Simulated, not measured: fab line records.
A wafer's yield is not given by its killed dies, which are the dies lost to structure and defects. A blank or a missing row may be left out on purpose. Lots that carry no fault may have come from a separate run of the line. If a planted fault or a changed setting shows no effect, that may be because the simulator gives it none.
Comparing a struck lot with a sound one | flow berkeleyCmos170 | 24 out of 331 route steps
Sound: these wafers, L239.2, L239.4, L239.6. Struck: wafers L249.4, L249.5, L249.6. The cause is named last.
Order at every step that has rows: each side's tool, ch and its chambers, its first start. Under that, the readings that differ: sound wafers | struck wafers | difference of the means | sigmas: that difference in standard deviations of wafers without a fault.
alike: words and numbers the same on both sides, and readings whose means are apart by under 2 such deviations; not compared: readings that were withheld, readings missing a value for some wafer, numbers with overlapping values and no deviation given by the record, and bounds like >300 which may hide the same value.
Wherever a step has rows on one side only, a row that says differs or no value, or a row with sigmas, the two part there. When numbers do not overlap yet have no deviation, they are printed without sigmas and do not part them. Lack of a reading on every wafer of one side parts them only where that side has two or more wafers.

first, 4 steps without rows for these wafers: UCB170_PWELL_WET_ETCH_19 (etches Si3N4 in H3PO4, time 14400 s); UCB170_PWELL_WET_ETCH_20 (etches SiO2 in BOE, time 22 s); UCB170_WELLDRIVE_CLEAN_00 (cleans in SPM, time 600 s); UCB170_WELLDRIVE_OXIDATION_01 (target thk 199 nm, ox time 9000 s).
UCB170_WELLDRIVE_THK_MEAS_02:
  sound on filmMetro-02, day 4 06:30; struck on filmMetro-03, day 6 07:19
  alike: WELLDRIVE_OXIDE_THK
then, 5 steps without rows for these wafers: UCB170_WELLDRIVE_ANNEAL_03 (time 900 s); UCB170_WELLDRIVE_WET_ETCH_04 (etches SiO2 in BOE, time 120 s); UCB170_ACTIVE_CLEAN_00 (cleans in SPM, time 600 s); UCB170_ACTIVE_CLEAN_01 (cleans in dHF, time 60 s); UCB170_ACTIVE_OXIDATION_02 (target thk 26.4 nm, ox time 1260 s).
UCB170_ACTIVE_THK_MEAS_03:
  sound on filmMetro-03, day 4 17:32; struck on filmMetro-01, day 6 19:04
  alike: ACTIVE_OXIDE_THK
then, 1 step without rows for these wafers: UCB170_ACTIVE_ANNEAL_04 (time 900 s).
UCB170_ACTIVE_CVD_05: deposits Si3N4 from SiH2Cl2/NH3, target thk 220 nm, time 3300 s.
  sound on lpcvd-02 ch 1, day 4 21:14; struck on lpcvd-02 ch 1, day 7 00:43
UCB170_ACTIVE_THK_MEAS_06:
  sound on filmMetro-03, day 5 00:07; struck on filmMetro-01, day 7 02:40
reading                 | sound             | struck            | difference | sigmas
ACTIVE_NITRIDE_THK (nm) | 221.7 220.0 216.6 | 440.6 438.4 437.3 | +219.3     | +99 or more
then, 6 steps without rows for these wafers: UCB170_ACTIVE_HMDS_07 (prime time 60 s); UCB170_ACTIVE_COAT_08 (resist thk 900 nm); UCB170_ACTIVE_SOFTBAKE_09 (time 60 s); UCB170_ACTIVE_EXPOSE_10 (exposes mask ACTIVE, target cd 1200 nm); UCB170_ACTIVE_PEB_11; UCB170_ACTIVE_DEVELOP_12 (develop time 47.04 s).
UCB170_ACTIVE_CD_MEAS_13 targets a cd of 1200 nm.
  sound on cdSem-01, day 5 01:22; struck on cdSem-02, day 7 03:44
  alike: cdNm
UCB170_ACTIVE_OVL_MEAS_14:
  sound on overlay-01, day 5 01:28; struck on overlay-01, day 7 03:49
  alike: ACTIVE_OVL
UCB170_ACTIVE_ETCH_15: etches Si3N4 in CH3F/Ar/O2, stops on SiO2, target depth 242 nm, time 151 s.
  sound on rieDiel-03 ch 0,1, day 5 01:30; struck on rieDiel-04 ch 1,2, day 7 03:50
reading                 | sound             | struck            | difference | sigmas
oesProductAu (a.u.)     | 0.942 0.930 0.931 | 0.967 0.981 0.973 | +0.039     | +3
throttleValvePct (%)    | 7.90 7.93 7.92    | 8.28 8.20 8.27    | +0.33      | +2
model.etch.depthNm (nm) | 221.6 220.1 216.7 | 237.1 243.1 237.7 | +19.8      | 
  alike: drypumpMotorCurrentA
  not compared: rfHoursCounterH
UCB170_ACTIVE_STRIP_16: strips in O2.
  sound on plasmaAsher-03 ch 0,1, day 5 01:36; struck on plasmaAsher-04 ch 0,1, day 7 03:58
  alike: drypumpMotorCurrentA, oesProductAu, stripTimeToEndpointS
  not compared: rfHoursCounterH

WHERE THEY PART
First at UCB170_ACTIVE_THK_MEAS_06; last, within this record, at UCB170_ACTIVE_ETCH_15. Later steps at which nothing parts them and some readings are alike: UCB170_ACTIVE_STRIP_16.

WHY: what the simulator had put in
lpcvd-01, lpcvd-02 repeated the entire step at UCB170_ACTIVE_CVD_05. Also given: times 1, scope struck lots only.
